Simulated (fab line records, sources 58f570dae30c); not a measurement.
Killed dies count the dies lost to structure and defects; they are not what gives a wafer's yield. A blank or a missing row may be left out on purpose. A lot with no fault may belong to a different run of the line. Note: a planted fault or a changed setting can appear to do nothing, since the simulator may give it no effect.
fab line records ; flow berkeley_cmos170 ; part 1 of 2: steps 1 to 30 of 42
[record] lots = 5; wafers = 15; last_day = 13
route steps=331 shown ACTIVE@62 PFIELD@79 FIELD@89 SACOX@97 SCREENOX@100
lots that met no fault: taken from a fault-free run of the same line
start_h: hours from the record's first day to the start of the lot's first wafer shown ; wait_h: hours from the lot's prior step to this one ; " same as the row above ; L1.1+2: several wafers, shown together as one row ; - no value, or no start was given ; * or withheld: withheld ; < > ~ a bound
route shown NAME@n: names a module that has steps shown in the file, with the first one's number in the route ; usual: the fault-free wafers' mean and standard deviation ; same: alike in all rows ; chamber/n: place in a boat ; sites: the reading at each site ; _std_site: standard deviation of those values ; _edge_site: outer sites' mean less inner sites' ; radius_mm: how far each site lies from the wafer's centre ; mask NAME#n: copy n ; behind: tool/chamber where the wafer was last shaped ; hold: why the lot went on hold/how many hours it stayed there/how the hold came to an end ; device: the n, p or np transistor that did not switch ; end of line: the same wafers' tests at the end of the route ; a step without rows: its recipe alone ; killed: the dies lost at the first sort to structure and to defects; this is not the yield of the wafer ; map: dies across one wafer; x = killed, . = not, _ = none there
set.NAME: the run value of the setting; set.NAME@STEP: its run value at that earlier step ; model.NAME: the simulator's own value behind a step, which no gauge read
a table for each step, a row for each wafer; lots at some steps of the route
services: when a tool's chamber went out of use (start_h, in hours from the record's first day, below 0 if earlier), for how many hours, and the reason
[[steps]]
[step UCB170_ACTIVE_OXIDATION_02]
[recipe] temp_c = 1000; ambient = O2; target_thk_a = 264; ox_time_s = 1260
[usual] spike_tc_load_C = 1024.2/2.3
lot.wafer;tool;chamber;start_h;wait_h;spike_tc_load_C
L078.2;furnace-04;0;116.48;6.8;1024.6
L078.4;furnace-04;0;116.48;6.8;1021.6
L078.5;furnace-04;0;116.48;6.8;1024.5
L086.2;furnace-04;0;145.63;5.2;1022.3
L086.3;furnace-04;0;145.63;5.2;1019.3
L086.5;furnace-04;0;145.63;5.2;1023.1
L091.4;furnace-04;0;174.41;9.1;1022.9
L091.5;furnace-04;0;174.41;9.1;1023.8
L091.6;furnace-04;0;174.41;9.1;1022.1
L093.2;furnace-04;0;188.10;9.4;1022.5
L093.5;furnace-04;0;188.10;9.4;1021.8
L093.6;furnace-04;0;188.10;9.4;1023.4
L094.2;furnace-04;0;188.10;9.4;1025.5
L094.3;furnace-04;0;188.10;9.4;1022.9
L094.5;furnace-04;0;188.10;9.4;1023.7
[step UCB170_ACTIVE_THK_MEAS_03]
[recipe] reads = SiO2_of_ACTIVE_OXIDATION_02
[usual] ACTIVE_OXIDE_THK = 26.0/0.54
lot.wafer;tool;chamber;start_h;wait_h;ACTIVE_OXIDE_THK[nm]
L078.2;film_metro-03;-;117.84;0.0;26.1
L078.4;film_metro-03;-;117.84;0.0;26.0
L078.5;film_metro-03;-;117.84;0.0;26.4
L086.2;film_metro-01;-;146.99;0.0;25.1
L086.3;film_metro-01;-;146.99;0.0;25.4
L086.5;film_metro-01;-;146.99;0.0;24.8
L091.4;film_metro-03;-;175.79;0.0;25.9
L091.5;film_metro-03;-;175.79;0.0;26.3
L091.6;film_metro-03;-;175.79;0.0;26.1
L094.2;film_metro-03;-;189.46;0.0;26.2
L094.3;film_metro-03;-;189.46;0.0;26.3
L094.5;film_metro-03;-;189.46;0.0;26.0
L093.2;film_metro-03;-;189.52;0.1;26.3
L093.5;film_metro-03;-;189.52;0.1;26.4
L093.6;film_metro-03;-;189.52;0.1;26.2
[step UCB170_ACTIVE_ANNEAL_04]
[recipe] temp_c = 1000; time_s = 900; ambient = N2
[usual] spike_tc_load_C = 1025.0/1.7
lot.wafer;tool;chamber;start_h;wait_h;spike_tc_load_C
L078.2;furnace-01;0;124.45;6.6;1026.5
L078.4;furnace-01;0;124.45;6.6;1024.9
L078.5;furnace-01;0;124.45;6.6;1024.3
L086.2;furnace-01;0;150.38;3.4;1025.9
L086.3;furnace-01;0;150.38;3.4;1024.7
L086.5;furnace-01;0;150.38;3.4;1026.1
L091.4;furnace-04;0;185.60;9.8;1023.9
L091.5;furnace-04;0;185.60;9.8;1024.1
L091.6;furnace-04;0;185.60;9.8;1021.1
L093.2;furnace-01;0;196.54;7.0;1025.5
L093.5;furnace-01;0;196.54;7.0;1026.7
L093.6;furnace-01;0;196.54;7.0;1024.4
L094.2;furnace-01;0;196.54;7.1;1024.5
L094.3;furnace-01;0;196.54;7.1;1026.2
L094.5;furnace-01;0;196.54;7.1;1025.7
[step UCB170_ACTIVE_CVD_05]
[recipe] material = Si3N4; target_thk_nm = 220; temp_c = 800; precursor = SiH2Cl2/NH3; time_s = 3300; pressure_mtorr = 200; sih2cl2_flow_sccm = 25; nh3_flow_sccm = 75
[usual] spike_tc_load_C = 824/3.8
lot.wafer;tool;chamber;start_h;wait_h;spike_tc_load_C
L078.2;lpcvd-02;0;125.70;0.0;820
L078.4;lpcvd-02;0;125.70;0.0;818
L078.5;lpcvd-02;0;125.70;0.0;821
L086.2;lpcvd-02;1;153.00;1.4;825
L086.3;lpcvd-02;1;153.00;1.4;826
L086.5;lpcvd-02;1;153.00;1.4;827
L091.4;lpcvd-01;0;186.85;0.0;828
L091.5;lpcvd-01;0;186.85;0.0;830
L091.6;lpcvd-01;0;186.85;0.0;828
L093.2;lpcvd-02;1;197.79;0.0;826
L093.5;lpcvd-02;1;197.79;0.0;827
L093.6;lpcvd-02;1;197.79;0.0;824
L094.2;lpcvd-02;1;197.79;0.0;825
L094.3;lpcvd-02;1;197.79;0.0;827
L094.5;lpcvd-02;1;197.79;0.0;826
[step UCB170_ACTIVE_THK_MEAS_06]
[recipe] reads = Si3N4_of_ACTIVE_CVD_05
[usual] ACTIVE_NITRIDE_THK = 220.0/2.3
lot.wafer;tool;chamber;start_h;wait_h;ACTIVE_NITRIDE_THK[nm]
L078.2;film_metro-01;-;127.63;0.0;219.1
L078.4;film_metro-01;-;127.63;0.0;221.2
L078.5;film_metro-01;-;127.63;0.0;217.5
L086.2;film_metro-01;-;154.93;0.0;222.1
L086.3;film_metro-01;-;154.93;0.0;219.9
L086.5;film_metro-01;-;154.93;0.0;219.0
L091.4;film_metro-01;-;188.80;0.0;217.8
L091.5;film_metro-01;-;188.80;0.0;219.2
L091.6;film_metro-01;-;188.80;0.0;216.4
L094.2;film_metro-04;-;199.72;0.0;222.4
L094.3;film_metro-04;-;199.72;0.0;222.6
L094.5;film_metro-04;-;199.72;0.0;223.8
L093.2;film_metro-04;-;199.78;0.1;219.9
L093.5;film_metro-04;-;199.78;0.1;219.6
L093.6;film_metro-04;-;199.78;0.1;219.6
[step UCB170_ACTIVE_HMDS_07]
[recipe] prime_time_s = 60; prime_temp_c = 100
[usual] prime_temp_c = 100.02/0.13
lot.wafer;tool;chamber;start_h;wait_h;prime_temp_c
L078.2;litho_track-03;0;127.86;0.2;99.92
L078.4;litho_track-03;0;127.86;0.2;100.10
L078.5;litho_track-03;0;127.86;0.2;100.02
L086.2;litho_track-01;0;155.00;0.1;100.14
L086.3;litho_track-01;0;155.00;0.1;99.94
L086.5;litho_track-01;0;155.00;0.1;100.05
L091.4;litho_track-03;0;188.90;0.1;100.08
L091.5;litho_track-03;0;188.90;0.1;100.14
L091.6;litho_track-03;0;188.90;0.1;100.22
L094.2;litho_track-01;0;199.79;0.1;99.99
L094.3;litho_track-01;0;199.79;0.1;99.88
L094.5;litho_track-01;0;199.79;0.1;99.81
L093.2;litho_track-02;0;200.24;0.5;99.95
L093.5;litho_track-02;0;200.24;0.5;100.01
L093.6;litho_track-02;0;200.24;0.5;100.02
[step UCB170_ACTIVE_COAT_08]
[recipe] resist = KrF; spin_rpm = 1500; resist_thk_nm = 900
lot.wafer;tool;chamber;start_h;wait_h
L078.2+4+5;litho_track-03;0;128.01;0.1
L086.2+3+5;litho_track-01;0;155.15;0.1
L091.4+5+6;litho_track-03;0;189.05;0.1
L094.2+3+5;litho_track-01;0;199.94;0.1
L093.2+5+6;litho_track-02;0;200.39;0.1
[step UCB170_ACTIVE_SOFTBAKE_09]
[recipe] resist = KrF; temp_c = 130; time_s = 60
lot.wafer;tool;chamber;start_h;wait_h
L078.2+4+5;litho_track-03;0;128.16;0.1
L086.2+3+5;litho_track-01;0;155.30;0.1
L091.4+5+6;litho_track-03;0;189.20;0.1
L094.2+3+5;litho_track-01;0;200.09;0.1
L093.2+5+6;litho_track-02;0;200.54;0.1
[step UCB170_ACTIVE_EXPOSE_10]
[recipe] mask_id = ACTIVE; target_cd_nm = 1200; na = 0.5; sigma_outer = 0.6; source_shape = conventional; dose_mj = 20
lot.wafer;tool;chamber;start_h;wait_h;mask
L078.2+4+5;krf_scanner-01;0;128.46;0.3;ACTIVE#0
L086.2+3+5;krf_scanner-01;0;155.69;0.4;ACTIVE#0
L091.4+5+6;krf_scanner-02;0;189.33;0.1;ACTIVE#0
L094.2+3+5;krf_scanner-02;0;200.60;0.5;ACTIVE#0
L093.2+5+6;krf_scanner-01;0;200.96;0.4;ACTIVE#0
[step UCB170_ACTIVE_PEB_11]
[recipe] peb_temp_c = 130; peb_time_s = withheld; resist = KrF
lot.wafer;tool;chamber;start_h;wait_h
L078.2+4+5;litho_track-03;0;128.59;0.1
L086.2+3+5;litho_track-03;0;155.88;0.2
L091.4+5+6;litho_track-01;0;189.47;0.1
L094.2+3+5;litho_track-01;0;200.73;0.1
L093.2+5+6;litho_track-02;0;201.12;0.1
[step UCB170_ACTIVE_DEVELOP_12]
[recipe] developer = TMAH; develop_time_s = 45; resist = KrF; dev_temp_c = 21
lot.wafer;tool;chamber;start_h;wait_h
L078.2+4+5;litho_track-03;0;-;-
L086.2+3+5;litho_track-03;0;-;-
L091.4+5+6;litho_track-01;0;-;-
L094.2+3+5;litho_track-01;0;-;-
L093.2+5+6;litho_track-02;0;-;-
[step UCB170_ACTIVE_CD_MEAS_13]
[recipe] target_cd_nm = 1200
[usual] cd_nm = 1199.7/1.3
lot.wafer;tool;chamber;start_h;wait_h;cd_nm
L078.2;cd_sem-02;-;128.86;-;1198.3
L078.4;cd_sem-02;-;128.86;-;1198.2
L078.5;cd_sem-02;-;128.86;-;1198.1
L086.2;cd_sem-01;-;156.15;-;1199.9
L086.3;cd_sem-01;-;156.15;-;1201.0
L086.5;cd_sem-01;-;156.15;-;1199.7
L091.4;cd_sem-02;-;189.73;-;1202.0
L091.5;cd_sem-02;-;189.73;-;1201.8
L091.6;cd_sem-02;-;189.73;-;1200.6
L094.2;cd_sem-02;-;201.00;-;1201.4
L094.3;cd_sem-02;-;201.00;-;1199.4
L094.5;cd_sem-02;-;201.00;-;1200.3
L093.2;cd_sem-01;-;201.39;-;1199.0
L093.5;cd_sem-01;-;201.39;-;1200.0
L093.6;cd_sem-01;-;201.39;-;1201.8
[step UCB170_ACTIVE_OVL_MEAS_14]
[usual] ACTIVE_OVL = -2/5.8
lot.wafer;tool;chamber;start_h;wait_h;ACTIVE_OVL[nm]
L078.2;overlay-01;-;128.96;0.1;-3
L078.4;overlay-01;-;128.96;0.1;-9
L078.5;overlay-01;-;128.96;0.1;9
L086.2;overlay-01;-;156.25;0.1;-6
L086.3;overlay-01;-;156.25;0.1;-9
L086.5;overlay-01;-;156.25;0.1;-9
L091.4;overlay-01;-;189.81;0.1;-10
L091.5;overlay-01;-;189.81;0.1;-12
L091.6;overlay-01;-;189.81;0.1;-7
L094.2;overlay-02;-;201.10;0.1;2
L094.3;overlay-02;-;201.10;0.1;7
L094.5;overlay-02;-;201.10;0.1;2
L093.2;overlay-02;-;201.49;0.1;-5
L093.5;overlay-02;-;201.49;0.1;-5
L093.6;overlay-02;-;201.49;0.1;-3
[step UCB170_ACTIVE_ETCH_15]
[recipe] chemistry = CH3F/Ar/O2; target = Si3N4; stop_on = SiO2; CH3F_flow_sccm = 20; Ar_flow_sccm = 50; O2_flow_sccm = 7; pressure_mtorr = 50; rf_w = 450; target_depth_a = 2420; over_etch_frac = 0.1; time_s = 151
[usual] chamber_pressure_mTorr = 49.99/0.047; drypump_motor_current_A = 5.9/0.31; oes_product_au = 0.945/0.015; rf_fwd_power_W = 447.8/1.5; throttle_valve_pct = 8.09/0.091
lot.wafer;tool;chamber;start_h;wait_h;chamber_pressure_mTorr;drypump_motor_current_A;oes_product_au;rf_fwd_power_W;rf_hours_counter_h;throttle_valve_pct
L078.2;rie_diel-02;3;128.99;0.0;49.95;5.5;0.950;446.0;15;8.12
L078.4;rie_diel-02;1;128.99;0.0;49.90;5.9;0.969;450.3;8;8.11
L078.5;rie_diel-02;0;128.99;0.0;49.99;6.2;0.929;446.5;-;8.11
L086.2;rie_diel-01;2;156.28;0.0;49.97;5.9;0.930;446.0;18;8.02
L086.3;rie_diel-01;1;156.28;0.0;50.08;5.7;0.948;447.9;117;8.10
L086.5;rie_diel-01;2;156.28;0.0;49.99;5.8;0.928;447.2;-;8.02
L091.4;rie_diel-02;1;189.82;0.0;49.96;5.9;0.963;450.1;11;8.11
L091.5;rie_diel-02;0;189.82;0.0;50.00;6.2;0.936;446.2;-;8.13
L091.6;rie_diel-02;1;189.82;0.0;49.98;5.9;0.959;447.6;-;8.10
L094.2;rie_diel-03;2;201.13;0.0;49.97;5.7;0.961;447.3;5;8.20
L094.3;rie_diel-03;3;201.13;0.0;50.00;5.4;0.946;446.6;15;8.09
L094.5;rie_diel-03;3;201.13;0.0;50.00;5.4;0.953;446.5;-;8.08
L093.2;rie_diel-01;3;201.52;0.0;50.00;6.3;0.946;448.3;142;8.23
L093.5;rie_diel-01;0;201.52;0.0;50.06;6.3;0.929;448.1;-;8.11
L093.6;rie_diel-01;1;201.52;0.0;50.00;5.6;0.948;447.7;-;8.10
[step UCB170_ACTIVE_STRIP_16]
[recipe] chemistry = O2; power_w = 400; pressure_mtorr = 3500; platen_temp_c = withheld; o2_flow_sccm = 400; overash_fraction = 0.5
[usual] chamber_pressure_mTorr = 3500/3.1; drypump_motor_current_A = 6.0/0.49; oes_product_au = 0.721/0.0045; strip_time_to_endpoint_s = 18.11/0.091
lot.wafer;tool;chamber;start_h;wait_h;chamber_pressure_mTorr;drypump_motor_current_A;oes_product_au;rf_hours_counter_h;strip_time_to_endpoint_s
L078.2;plasma_asher-04;0;129.09;0.1;3497;5.9;0.720;1;18.19
L078.4;plasma_asher-04;1;129.09;0.1;3496;5.9;0.729;-;18.21
L078.5;plasma_asher-04;1;129.09;0.1;3505;5.9;0.726;-;18.25
L086.2;plasma_asher-01;1;156.38;0.1;3502;6.5;0.722;44;18.19
L086.3;plasma_asher-01;1;156.38;0.1;3500;6.6;0.720;-;18.19
L086.5;plasma_asher-01;1;156.38;0.1;3497;6.6;0.724;-;18.16
L091.4;plasma_asher-04;1;189.96;0.1;3498;5.8;0.719;-;18.10
L091.5;plasma_asher-04;1;189.96;0.1;3502;5.8;0.722;-;18.10
L091.6;plasma_asher-04;0;189.96;0.1;3497;5.9;0.726;-;18.09
L094.2;plasma_asher-01;1;201.23;0.1;3502;6.6;0.722;48;18.15
L094.3;plasma_asher-01;1;201.23;0.1;3501;6.6;0.724;-;17.97
L094.5;plasma_asher-01;1;201.23;0.1;3490;6.6;0.718;-;18.08
L093.2;plasma_asher-01;1;201.62;0.1;3496;6.6;0.722;48;18.11
L093.5;plasma_asher-01;0;201.62;0.1;3496;6.4;0.723;-;18.10
L093.6;plasma_asher-01;1;201.62;0.1;3499;6.6;0.723;-;18.22
[step UCB170_ACTIVE_CD_MEAS_90]
[recipe] target_cd_nm = 1200
[usual] cd_nm = 1199.7/1.3
lot.wafer;tool;chamber;start_h;wait_h;cd_nm
L078.2;cd_sem-02;-;129.21;0.1;1198.0
L078.4;cd_sem-02;-;129.21;0.1;1198.3
L078.5;cd_sem-02;-;129.21;0.1;1197.7
L086.2;cd_sem-01;-;156.50;0.1;1200.1
L086.3;cd_sem-01;-;156.50;0.1;1201.5
L086.5;cd_sem-01;-;156.50;0.1;1199.4
L091.4;cd_sem-01;-;190.08;0.1;1202.3
L091.5;cd_sem-01;-;190.08;0.1;1201.8
L091.6;cd_sem-01;-;190.08;0.1;1201.7
L094.2;cd_sem-02;-;201.35;0.1;1201.5
L094.3;cd_sem-02;-;201.35;0.1;1199.4
L094.5;cd_sem-02;-;201.35;0.1;1200.0
L093.2;cd_sem-02;-;201.74;0.1;1198.9
L093.5;cd_sem-02;-;201.74;0.1;1200.3
L093.6;cd_sem-02;-;201.74;0.1;1202.0
[step UCB170_ACTIVE_CLEAN_17]
[recipe] chemistry = SPM; temp_c = 120; time_s = 600
lot.wafer;tool;chamber;start_h;wait_h
L078.2+4+5;wet_bench-04;3;129.46;0.2
L086.2+3+5;wet_bench-02;2;156.87;0.4
L091.4+5+6;wet_bench-03;1;190.15;0.0
L094.2+3+5;wet_bench-03;2;201.56;0.2
L093.2+5+6;wet_bench-03;3;201.92;0.2
[step UCB170_PFIELD_HMDS_00]
[recipe] prime_time_s = 60; prime_temp_c = 100
[usual] prime_temp_c = 99.98/0.12
lot.wafer;tool;chamber;start_h;wait_h;prime_temp_c
L078.2;litho_track-02;0;129.75;0.1;100.09
L078.4;litho_track-02;0;129.75;0.1;100.05
L078.5;litho_track-02;0;129.75;0.1;99.99
L086.2;litho_track-04;0;157.09;0.0;100.07
L086.3;litho_track-04;0;157.09;0.0;99.95
L086.5;litho_track-04;0;157.09;0.0;99.88
L091.4;litho_track-02;0;190.40;0.1;99.98
L091.5;litho_track-02;0;190.40;0.1;100.09
L091.6;litho_track-02;0;190.40;0.1;100.01
L094.2;litho_track-04;0;201.76;0.0;99.93
L094.3;litho_track-04;0;201.76;0.0;100.05
L094.5;litho_track-04;0;201.76;0.0;100.05
L093.2;litho_track-04;0;202.21;0.1;100.21
L093.5;litho_track-04;0;202.21;0.1;100.06
L093.6;litho_track-04;0;202.21;0.1;99.87
[step UCB170_PFIELD_COAT_01]
[recipe] resist = KrF; spin_rpm = 1500; resist_thk_nm = 900
lot.wafer;tool;chamber;start_h;wait_h
L078.2+4+5;litho_track-02;0;129.90;0.1
L086.2+3+5;litho_track-04;0;157.24;0.1
L091.4+5+6;litho_track-02;0;190.54;0.1
L094.2+3+5;litho_track-04;0;201.91;0.1
L093.2+5+6;litho_track-04;0;202.36;0.1
[step UCB170_PFIELD_SOFTBAKE_02]
[recipe] resist = KrF; temp_c = 130; time_s = 60
lot.wafer;tool;chamber;start_h;wait_h
L078.2+4+5;litho_track-02;0;130.05;0.1
L086.2+3+5;litho_track-04;0;157.39;0.1
L091.4+5+6;litho_track-02;0;190.69;0.1
L094.2+3+5;litho_track-04;0;202.06;0.1
L093.2+5+6;litho_track-04;0;202.51;0.1
[step UCB170_PFIELD_EXPOSE_03]
[recipe] mask_id = PFIELD; na = 0.5; sigma_outer = 0.6; source_shape = conventional; target_cd_nm = 1500; dose_mj = 30.49
lot.wafer;tool;chamber;start_h;wait_h;mask
L078.2+4+5;krf_scanner-02;0;130.21;0.1;PFIELD#0
L086.2+3+5;krf_scanner-01;0;157.90;0.5;PFIELD#0
L091.4+5+6;krf_scanner-01;0;190.95;0.2;PFIELD#0
L094.2+3+5;krf_scanner-02;0;202.33;0.2;PFIELD#0
L093.2+5+6;krf_scanner-02;0;202.81;0.3;PFIELD#0
[step UCB170_PFIELD_PEB_04]
[recipe] peb_temp_c = 130; peb_time_s = withheld; resist = KrF
lot.wafer;tool;chamber;start_h;wait_h
L078.2+4+5;litho_track-04;0;130.42;0.2
L086.2+3+5;litho_track-02;0;158.25;0.3
L091.4+5+6;litho_track-03;0;191.09;0.1
L094.2+3+5;litho_track-02;0;202.57;0.2
L093.2+5+6;litho_track-02;0;202.93;0.1
[step UCB170_PFIELD_DEVELOP_05]
[recipe] developer = TMAH; develop_time_s = 45; resist = KrF; dev_temp_c = 21
lot.wafer;tool;chamber;start_h;wait_h
L078.2+4+5;litho_track-04;0;-;-
L086.2+3+5;litho_track-02;0;-;-
L091.4+5+6;litho_track-03;0;-;-
L094.2+3+5;litho_track-02;0;-;-
L093.2+5+6;litho_track-02;0;-;-
[step UCB170_PFIELD_OVL_MEAS_06]
[usual] PFIELD_OVL = 0/5.6
lot.wafer;tool;chamber;start_h;wait_h;PFIELD_OVL[nm]
L078.2;overlay-01;-;130.68;-;5
L078.4;overlay-01;-;130.68;-;8
L078.5;overlay-01;-;130.68;-;3
L086.2;overlay-01;-;158.51;-;6
L086.3;overlay-01;-;158.51;-;4
L086.5;overlay-01;-;158.51;-;3
L091.4;overlay-02;-;191.30;-;-6
L091.5;overlay-02;-;191.30;-;-9
L091.6;overlay-02;-;191.30;-;-12
L094.2;overlay-02;-;202.83;-;3
L094.3;overlay-02;-;202.83;-;-4
L094.5;overlay-02;-;202.83;-;-3
L093.2;overlay-02;-;203.19;-;-2
L093.5;overlay-02;-;203.19;-;0
L093.6;overlay-02;-;203.19;-;2
[step UCB170_PFIELD_IMPLANT_07]
[recipe] species = B; dose_cm2 = 2e+13; energy_kev = 80; tilt_deg = 7
lot.wafer;tool;chamber;start_h;wait_h
L078.2+4+5;implanter-04;0;130.73;0.0
L086.2+3+5;implanter-03;0;158.57;0.0
L091.4+5+6;implanter-02;0;191.40;0.1
L094.2+3+5;implanter-03;0;202.88;0.0
L093.2+5+6;implanter-02;0;203.24;0.0
[step UCB170_PFIELD_STRIP_08]
[recipe] chemistry = O2; power_w = 400; pressure_mtorr = 3500; platen_temp_c = withheld; o2_flow_sccm = 400; overash_fraction = 0.5
[usual] chamber_pressure_mTorr = 3500/3.1; drypump_motor_current_A = 5.6/0.41; oes_product_au = 0.734/0.0045; strip_time_to_endpoint_s = 21.62/0.065
lot.wafer;tool;chamber;start_h;wait_h;chamber_pressure_mTorr;drypump_motor_current_A;oes_product_au;rf_hours_counter_h;strip_time_to_endpoint_s
L078.2;plasma_asher-04;1;130.86;0.1;3502;5.8;0.728;2;21.64
L078.4;plasma_asher-04;1;130.86;0.1;3496;5.9;0.726;-;21.75
L078.5;plasma_asher-04;1;130.86;0.1;3501;5.8;0.733;-;21.71
L086.2;plasma_asher-04;1;158.69;0.1;3498;5.8;0.731;5;21.61
L086.3;plasma_asher-04;0;158.69;0.1;3501;5.9;0.740;-;21.53
L086.5;plasma_asher-04;0;158.69;0.1;3494;5.9;0.732;-;21.53
L091.4;plasma_asher-03;1;191.51;0.1;3496;5.6;0.731;-;21.66
L091.5;plasma_asher-03;0;191.51;0.1;3503;5.1;0.733;-;21.65
L091.6;plasma_asher-03;1;191.51;0.1;3501;5.6;0.733;-;21.63
L094.2;plasma_asher-02;0;203.01;0.1;3499;6.5;0.733;41;21.58
L094.3;plasma_asher-02;1;203.01;0.1;3502;5.2;0.739;-;21.50
L094.5;plasma_asher-02;1;203.01;0.1;3499;5.2;0.737;-;21.51
L093.2;plasma_asher-03;0;203.37;0.1;3498;5.2;0.731;46;21.57
L093.5;plasma_asher-03;1;203.37;0.1;3501;5.6;0.736;-;21.56
L093.6;plasma_asher-03;0;203.37;0.1;3500;5.1;0.733;-;21.52
[step UCB170_PFIELD_TW_MEAS_09]
[usual] PFIELD_TW = 599/3.1
lot.wafer;tool;chamber;start_h;wait_h;PFIELD_TW
L078.2;film_metro-02;-;130.97;0.1;596
L078.4;film_metro-02;-;130.97;0.1;598
L078.5;film_metro-02;-;130.97;0.1;596
L086.2;film_metro-01;-;158.80;0.1;600
L086.3;film_metro-01;-;158.80;0.1;602
L086.5;film_metro-01;-;158.80;0.1;601
L091.4;film_metro-01;-;191.60;0.1;599
L091.5;film_metro-01;-;191.60;0.1;598
L091.6;film_metro-01;-;191.60;0.1;597
L094.2;film_metro-03;-;203.12;0.1;606
L094.3;film_metro-03;-;203.12;0.1;604
L094.5;film_metro-03;-;203.12;0.1;606
L093.2;film_metro-01;-;203.48;0.1;598
L093.5;film_metro-01;-;203.48;0.1;599
L093.6;film_metro-01;-;203.48;0.1;598
[step UCB170_FIELD_CLEAN_00]
[recipe] chemistry = dHF; dilution = 25:1; time_s = 7.5
lot.wafer;tool;chamber;start_h;wait_h
L078.2+4+5;wet_bench-03;1;131.27;0.3
L086.2+3+5;wet_bench-01;2;158.85;0.0
L091.4+5+6;wet_bench-02;2;191.63;0.0
L094.2+3+5;wet_bench-01;3;203.17;0.0
L093.2+5+6;wet_bench-01;0;203.53;0.0
[step UCB170_FIELD_OXIDATION_01]
[recipe] temp_c = 1000; ambient = H2O; p_h2o_torr = 584.62; target_thk_a = 5583; ox_time_s = 7200
[usual] spike_tc_load_C = 1024.6/2
lot.wafer;tool;chamber;start_h;wait_h;spike_tc_load_C
L078.2;furnace-02;0;134.79;3.5;1025.2
L078.4;furnace-02;0;134.79;3.5;1028.8
L078.5;furnace-02;0;134.79;3.5;1027.3
L086.2;furnace-04;0;168.81;10.0;1022.7
L086.3;furnace-04;0;168.81;10.0;1022.0
L086.5;furnace-04;0;168.81;10.0;1022.1
L091.4;furnace-01;0;199.46;7.8;1024.5
L091.5;furnace-01;0;199.46;7.8;1027.5
L091.6;furnace-01;0;199.46;7.8;1026.3
L093.2;furnace-04;0;208.30;4.8;1024.4
L093.5;furnace-04;0;208.30;4.8;1023.9
L093.6;furnace-04;0;208.30;4.8;1022.7
L094.2;furnace-04;0;208.30;5.1;1023.3
L094.3;furnace-04;0;208.30;5.1;1022.9
L094.5;furnace-04;0;208.30;5.1;1022.5
[step UCB170_FIELD_THK_MEAS_02]
[recipe] reads = SiO2_of_FIELD_OXIDATION_01
[usual] FIELD_OXIDE_THK = 553/14
lot.wafer;tool;chamber;start_h;wait_h;FIELD_OXIDE_THK[nm]
L078.2;film_metro-04;-;137.80;0.0;545
L078.4;film_metro-04;-;137.80;0.0;545
L078.5;film_metro-04;-;137.80;0.0;545
L086.2;film_metro-02;-;171.82;0.0;541
L086.3;film_metro-02;-;171.82;0.0;536
L086.5;film_metro-02;-;171.82;0.0;540
L091.4;film_metro-03;-;202.49;0.0;567
L091.5;film_metro-03;-;202.49;0.0;564
L091.6;film_metro-03;-;202.49;0.0;562
L094.2;film_metro-04;-;211.31;0.0;540
L094.3;film_metro-04;-;211.31;0.0;541
L094.5;film_metro-04;-;211.31;0.0;546
L093.2;film_metro-03;-;211.37;0.1;539
L093.5;film_metro-03;-;211.37;0.1;549
L093.6;film_metro-03;-;211.37;0.1;544
